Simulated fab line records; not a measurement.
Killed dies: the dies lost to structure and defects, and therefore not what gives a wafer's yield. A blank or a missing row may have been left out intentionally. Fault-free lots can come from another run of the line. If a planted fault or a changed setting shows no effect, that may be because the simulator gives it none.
Which tool is to blame? | flow berkeley cmos170 | 7 lots with 21 wafers sampled at 2 steps, on a route of 331 steps

== WHAT THE GAUGES READ, wafer by wafer ==
UCB170_PWELL_TW_MEAS_17.
lot  | measured    | on            | PWELL_TW
L525 | day 3 12:31 | film metro-01 | 378 378 377
L530 | day 4 03:59 | film metro-03 | 378 380 380
L533 | day 4 20:49 | film metro-01 | 373 374 372
L534 | day 5 07:05 | film metro-03 | 363 366 362
L543 | day 7 09:50 | film metro-03 | 374 375 376
L546 | day 8 05:05 | film metro-01 | 373 373 373
L547 | day 8 05:20 | film metro-02 | 382 383 383

== EACH LOT AND THE TOOL THAT RAN IT (in order: tool; ch and the chambers of the sampled wafers; start) ==
lot  | UCB170_PWELL_IMPLANT_15
L525 | implanter-04 ch 0, day 3 12:17
L530 | implanter-03 ch 0, day 4 03:44
L533 | implanter-03 ch 0, day 4 20:34
L534 | implanter-03 ch 0, day 5 06:50
L543 | implanter-01 ch 0, day 7 09:35
L546 | implanter-04 ch 0, day 8 04:50
L547 | implanter-04 ch 0, day 8 05:08
- UCB170_PWELL_IMPLANT_15

== THE ANSWER, worked out from the rows above alone ==
Rule: usual is defined by the lots themselves. Put in order of their means at a reading, lots are off if they are a third of the lots or fewer, leave a main group of 4 or more, and stand apart from it by a gap of 3 or more times the standard deviation of the main group's means; of several such gaps the widest counts. If all means in a main group match to the digits the tables above print for the reading, that group is not used. Also off: a lot with no number at a reading for which 4 or more lots have one. Where the step has rows for the other lots, those lots are counted as sound.
None of the lots is off at any reading shown; this tells nothing.

== WHAT HAD BEEN PUT IN BY THE SIMULATOR ==
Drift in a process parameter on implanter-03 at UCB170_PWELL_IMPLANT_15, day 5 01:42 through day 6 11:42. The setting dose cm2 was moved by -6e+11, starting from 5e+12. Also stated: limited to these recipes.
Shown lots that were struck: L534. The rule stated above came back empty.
